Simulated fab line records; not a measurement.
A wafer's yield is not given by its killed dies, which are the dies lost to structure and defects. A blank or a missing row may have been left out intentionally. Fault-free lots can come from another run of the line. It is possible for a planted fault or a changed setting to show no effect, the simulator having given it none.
fab line records    flow berkeley_cmos170
record: lots: 13  wafers: 39  last_day: 16
route steps=331 shown NVT@107 GATE@143 NLDD@164
lots that met no fault: from a run of the same line without faults
start_h: the number of hours between the record's first day and the start of the first shown wafer of the lot    wait_h: hours from the lot's prior step to this one    " unchanged from the row above    L1.1+2: one row covering several wafers at once    - no value, or no start given    * or withheld: withheld    < > ~ a bound
route shown NAME@n: NAME is a module with steps in the file, n the number in the route of the first one    usual: mean and standard deviation over wafers with no fault    same: alike in all rows    chamber/n: place in a boat    sites: readings site by site    _std_site: their standard deviation    _edge_site: mean of outer sites minus mean of inner sites    radius_mm: for every site, how far away it sits from the centre of the wafer    mask NAME#n: copy n    behind: the tool/chamber that last shaped the wafer    hold: what put the lot on hold/how long, in hours/how the hold closed    device: whichever transistor did not switch (one of n, p or np)    end of line: at the end of the route, the tests of the same wafers    for a step that has no rows: nothing shown but its recipe    killed: the dies lost at the first sort to structure and to defects; this is not the yield of the wafer    map: a wafer's dies, marking killed ones x, the rest . and places with no die _
set.NAME: the run value of the setting; set.NAME@STEP: its run value at that earlier step    model.NAME: the simulator's own value behind a step, which no gauge read
the route's steps for a sample of lots (tables are steps, rows are wafers)
services: a tool's chamber out of use, with start hour (start_h, from the record's first day; less than 0 if before it), hours out, and reason
== steps ==
step: UCB170_NVT_EXPOSE_03
recipe: mask_id: PWELL  target_cd_nm: 3000  na: 0.5  sigma_outer: 0.6  source_shape: conventional  dose_mj: 30
same: sigma_outer: 0.6
lot.wafer   tool            chamber  start_h  wait_h  mask
L979.1+2+4  krf_scanner-02  0        127.44   0.4     PWELL#0
L981.1+3+5  krf_scanner-01  0        135.43   0.2     PWELL#0
L980.1+3+6  krf_scanner-01  0        135.66   0.1     PWELL#0
L982.1+5+6  krf_scanner-02  0        151.25   0.1     PWELL#0
L983.2+3+6  krf_scanner-02  0        157.81   0.1     PWELL#0
L984.1+3+5  krf_scanner-02  0        157.90   0.2     PWELL#0
L986.2+3+4  krf_scanner-02  0        170.31   0.1     PWELL#0
L985.1+2+5  krf_scanner-02  0        170.40   0.2     PWELL#0
L987.3+4+6  krf_scanner-02  0        176.13   0.1     PWELL#0
L993.2+4+6  krf_scanner-01  0        197.97   0.2     PWELL#0
L994.2+3+4  krf_scanner-02  0        204.34   0.1     PWELL#0
L995.2+4+5  krf_scanner-01  0        204.58   0.2     PWELL#0
L101.3+4+6  krf_scanner-02  0        237.12   0.3     PWELL#0
step: UCB170_NVT_OVL_MEAS_06
usual: NVT_OVL: -3/5.2
lot.wafer  tool        chamber  start_h  wait_h  NVT_OVL[nm]
L979.1     overlay-01  -        127.83   -       -1
L979.2     "           -        "        "       2
L979.4     "           -        "        "       -6
L981.1     overlay-02  -        135.82   -       -8
L981.3     "           -        "        "       -15
L981.5     "           -        "        "       -6
L980.1     overlay-02  -        136.05   -       -4
L980.3     "           -        "        "       -10
L980.6     "           -        "        "       -5
L982.1     overlay-02  -        151.64   -       -3
L982.5     "           -        "        "       -1
L982.6     "           -        "        "       -3
L983.2     overlay-01  -        158.18   -       -3
L983.3     "           -        "        "       -3
L983.6     "           -        "        "       -4
L984.1     overlay-02  -        158.45   -       -13
L984.3     "           -        "        "       -11
L984.5     "           -        "        "       -7
L986.2     overlay-02  -        170.68   -       1
L986.3     "           -        "        "       0
L986.4     "           -        "        "       2
L985.1     overlay-02  -        170.79   -       -1
L985.2     "           -        "        "       -8
L985.5     "           -        "        "       -4
L987.3     overlay-02  -        176.50   -       1
L987.4     "           -        "        "       -1
L987.6     "           -        "        "       -4
L993.2     overlay-01  -        198.35   -       291
L993.4     "           -        "        "       287
L993.6     "           -        "        "       287
L994.2     overlay-01  -        204.88   -       -6
L994.3     "           -        "        "       -7
L994.4     "           -        "        "       -7
L995.2     overlay-01  -        205.05   -       291
L995.4     "           -        "        "       287
L995.5     "           -        "        "       287
L101.3     overlay-01  -        237.48   -       -4
L101.4     "           -        "        "       -4
L101.6     "           -        "        "       -4
step: UCB170_NVT_STRIP_08
recipe: chemistry: O2  power_w: 400  pressure_mtorr: 3500  platen_temp_c: withheld  o2_flow_sccm: 400  overash_fraction: 0.5
usual: drypump_motor_current_A: 5.9/0.52  o2_flow_sccm: 399.9/1.2  oes_product_au: 0.735/0.0047  strip_time_to_endpoint_s: 21.62/0.062
same: overash_fraction: 0.5
lot.wafer  tool             chamber  start_h  wait_h  drypump_motor_current_A  o2_flow_sccm  oes_product_au  rf_hours_counter_h  strip_time_to_endpoint_s
L979.1     plasma_asher-04  1        128.02   0.1     5.3                      398.8         0.732           36                  21.71
L979.2     "                0        "        "       6.1                      400.5         0.731           36                  21.64
L979.4     "                1        "        "       5.3                      400.3         0.728           -                   21.70
L981.1     plasma_asher-01  1        136.01   0.1     6.1                      399.5         0.731           2                   21.71
L981.3     "                0        "        "       6.5                      397.1         0.730           -                   21.62
L981.5     "                0        "        "       6.5                      399.2         0.741           -                   21.63
L980.1     plasma_asher-04  1        136.23   0.1     5.3                      399.4         0.739           37                  21.60
L980.3     "                1        "        "       5.3                      400.2         0.725           -                   21.59
L980.6     "                0        "        "       6.1                      398.3         0.733           -                   21.60
L982.1     plasma_asher-02  0        151.82   0.1     6.2                      399.3         0.734           44                  21.58
L982.5     "                0        "        "       6.2                      398.6         0.730           -                   21.62
L982.6     "                1        "        "       5.1                      400.6         0.738           -                   21.62
L983.2     plasma_asher-01  1        158.36   0.1     6.1                      399.1         0.729           3                   21.57
L983.3     "                1        "        "       6.1                      402.7         0.738           -                   21.73
L983.6     "                0        "        "       6.5                      398.7         0.726           -                   21.67
L984.1     plasma_asher-04  1        158.64   0.1     5.3                      400.1         0.738           39                  21.60
L984.3     "                1        "        "       5.3                      400.9         0.729           -                   21.58
L984.5     "                1        "        "       5.3                      401.5         0.725           -                   21.61
L986.2     plasma_asher-02  0        170.86   0.1     6.3                      400.9         0.735           47                  21.75
L986.3     "                0        "        "       6.3                      398.9         0.732           -                   21.60
L986.4     "                1        "        "       5.1                      399.3         0.735           -                   21.69
L985.1     plasma_asher-01  0        170.98   0.1     6.5                      399.9         0.740           5                   21.44
L985.2     "                1        "        "       6.1                      400.6         0.735           5                   21.54
L985.5     "                0        "        "       6.5                      399.7         0.737           -                   21.51
L987.3     plasma_asher-02  1        176.70   0.1     5.1                      401.1         0.738           -                   21.59
L987.4     "                0        "        "       6.3                      400.5         0.742           -                   21.52
L987.6     "                1        "        "       5.0                      400.2         0.732           -                   21.58
L993.2     plasma_asher-01  1        198.53   0.1     6.1                      402.3         0.732           8                   21.61
L993.4     "                0        "        "       6.5                      399.5         0.739           -                   21.53
L993.6     "                1        "        "       6.1                      401.4         0.736           -                   21.50
L994.2     plasma_asher-02  1        205.06   0.1     5.0                      398.5         0.739           51                  21.62
L994.3     "                0        "        "       6.3                      397.8         0.734           -                   21.63
L994.4     "                1        "        "       5.1                      397.0         0.741           -                   21.58
L995.2     plasma_asher-01  1        205.23   0.1     6.1                      400.0         0.732           9                   21.59
L995.4     "                1        "        "       6.1                      399.3         0.740           -                   21.58
L995.5     "                0        "        "       6.5                      400.3         0.731           -                   21.68
L101.3     plasma_asher-02  1        237.69   0.1     5.1                      400.2         0.733           -                   21.58
L101.4     "                0        "        "       6.3                      399.9         0.741           -                   21.62
L101.6     "                1        "        "       5.1                      400.4         0.734           -                   21.53
step: UCB170_GATE_CD_MEAS_90
recipe: target_cd_nm: 350
usual: cd_nm: 350.2/1.5
lot.wafer  tool       chamber  start_h  wait_h  cd_nm
L979.1     cd_sem-01  -        151.06   0.1     350.4
L979.2     "          -        "        "       349.3
L979.4     "          -        "        "       351.3
L981.1     cd_sem-02  -        157.15   0.1     349.8
L981.3     "          -        "        "       350.5
L981.5     "          -        "        "       350.0
L980.1     cd_sem-01  -        157.42   0.1     349.5
L980.3     "          -        "        "       350.3
L980.6     "          -        "        "       349.3
L982.1     cd_sem-01  -        166.46   0.1     349.6
L982.5     "          -        "        "       349.6
L982.6     "          -        "        "       350.3
L984.1     cd_sem-02  -        179.90   0.1     351.2
L984.3     "          -        "        "       348.8
L984.5     "          -        "        "       350.6
L983.2     cd_sem-01  -        179.99   0.1     352.1
L983.3     "          -        "        "       351.5
L983.6     "          -        "        "       349.9
L985.1     cd_sem-01  -        188.35   0.1     347.6
L985.2     "          -        "        "       348.5
L985.5     "          -        "        "       348.2
L986.2     cd_sem-02  -        188.40   0.1     352.0
L986.3     "          -        "        "       351.8
L986.4     "          -        "        "       351.3
L987.3     cd_sem-01  -        196.01   0.1     350.4
L987.4     "          -        "        "       349.1
L987.6     "          -        "        "       350.6
L993.2     cd_sem-02  -        220.99   0.2     351.1
L993.4     "          -        "        "       351.2
L993.6     "          -        "        "       349.7
L994.2     cd_sem-01  -        221.10   0.1     351.1
L994.3     "          -        "        "       351.0
L994.4     "          -        "        "       351.6
L995.2     cd_sem-01  -        221.22   0.2     351.3
L995.4     "          -        "        "       353.9
L995.5     "          -        "        "       352.6
L101.3     cd_sem-02  -        254.62   0.2     347.1
L101.4     "          -        "        "       349.3
L101.6     "          -        "        "       348.2
step: UCB170_NLDD_CD_MEAS_06
recipe: target_cd_nm: 1200
usual: cd_nm: 1200.0/1.5
lot.wafer  tool       chamber  start_h  wait_h  cd_nm
L979.1     cd_sem-02  -        156.15   -       1200.0
L979.2     "          -        "        "       1200.5
L979.4     "          -        "        "       1201.7
L980.1     cd_sem-02  -        167.03   -       1197.0
L980.3     "          -        "        "       1196.8
L980.6     "          -        "        "       1196.2
L981.1     cd_sem-01  -        167.21   -       1198.6
L981.3     "          -        "        "       1199.0
L981.5     "          -        "        "       1198.9
L982.1     cd_sem-01  -        171.80   -       1199.1
L982.5     "          -        "        "       1198.8
L982.6     "          -        "        "       1200.6
L984.1     cd_sem-01  -        185.08   -       1198.7
L984.3     "          -        "        "       1198.2
L984.5     "          -        "        "       1199.5
L983.2     cd_sem-01  -        185.38   -       1200.5
L983.3     "          -        "        "       1201.5
L983.6     "          -        "        "       1200.6
L985.1     cd_sem-02  -        194.03   -       1198.6
L985.2     "          -        "        "       1199.0
L985.5     "          -        "        "       1200.0
L986.2     cd_sem-01  -        194.32   -       1201.8
L986.3     "          -        "        "       1203.8
L986.4     "          -        "        "       1201.4
L987.3     cd_sem-01  -        199.73   -       1201.3
L987.4     "          -        "        "       1199.8
L987.6     "          -        "        "       1201.2
L993.2     cd_sem-02  -        225.33   -       1200.2
L993.4     "          -        "        "       1200.9
L993.6     "          -        "        "       1200.9
L994.2     cd_sem-01  -        226.33   -       1198.8
L994.3     "          -        "        "       1198.1
L994.4     "          -        "        "       1199.1
L995.2     cd_sem-01  -        227.51   -       1203.7
L995.4     "          -        "        "       1202.1
L995.5     "          -        "        "       1201.6
L101.3     cd_sem-02  -        258.94   -       1200.3
L101.4     "          -        "        "       1200.1
L101.6     "          -        "        "       1201.3
== services ==
tool             chamber  start_h  hours  kind
krf_scanner-02   -        106.43   1.3    pm
plasma_asher-01  -        108.75   9.0    pm
plasma_asher-01  0        108.75   9.0    vent_cycle
plasma_asher-01  1        108.75   9.0    vent_cycle
plasma_asher-01  0        117.75   -      clean
plasma_asher-01  1        117.75   -      clean
krf_scanner-02   -        134.69   0.8    pm
krf_scanner-01   -        137.28   1.8    repair
plasma_asher-01  -        145.72   2.8    pm
krf_scanner-02   -        147.79   3.4    repair
krf_scanner-01   -        155.77   24.2   repair
krf_scanner-01   0        173.93   -      calibration
krf_scanner-02   -        179.97   11.6   pm
krf_scanner-02   0        215.64   -      calibration
krf_scanner-02   -        222.98   1.0    pm
krf_scanner-01   -        225.10   1.3    pm
plasma_asher-02  -        229.99   3.3    repair
== key ==
first_sign: step: UCB170_NVT_OVL_MEAS_06  reading: NVT_OVL  direction: up  sigmas: 56  usual: -3  struck: 288
effect none on later readings
met_at UCB170_NVT_EXPOSE_03
struck_lots L993,L995
tester_left_out L993,L995
not_acting_at UCB170_NVT_STRIP_08,UCB170_GATE_CD_MEAS_90,UCB170_NLDD_CD_MEAS_06
onset_between 135.66 197.97
fault: kind: scanner_matching_overlay  tool: krf_scanner-01  chamber: -  onset_h: 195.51  steps: UCB170_NVT_EXPOSE_03  offset: 289.24
tester_left_out: of these lots the tester's yield and bins aren't shown, on N5 and GAA mostly nor the transistor test; their killed dies are dies lost to structure and defects alone, not to doping, threshold or leakage, so they don't give the yield
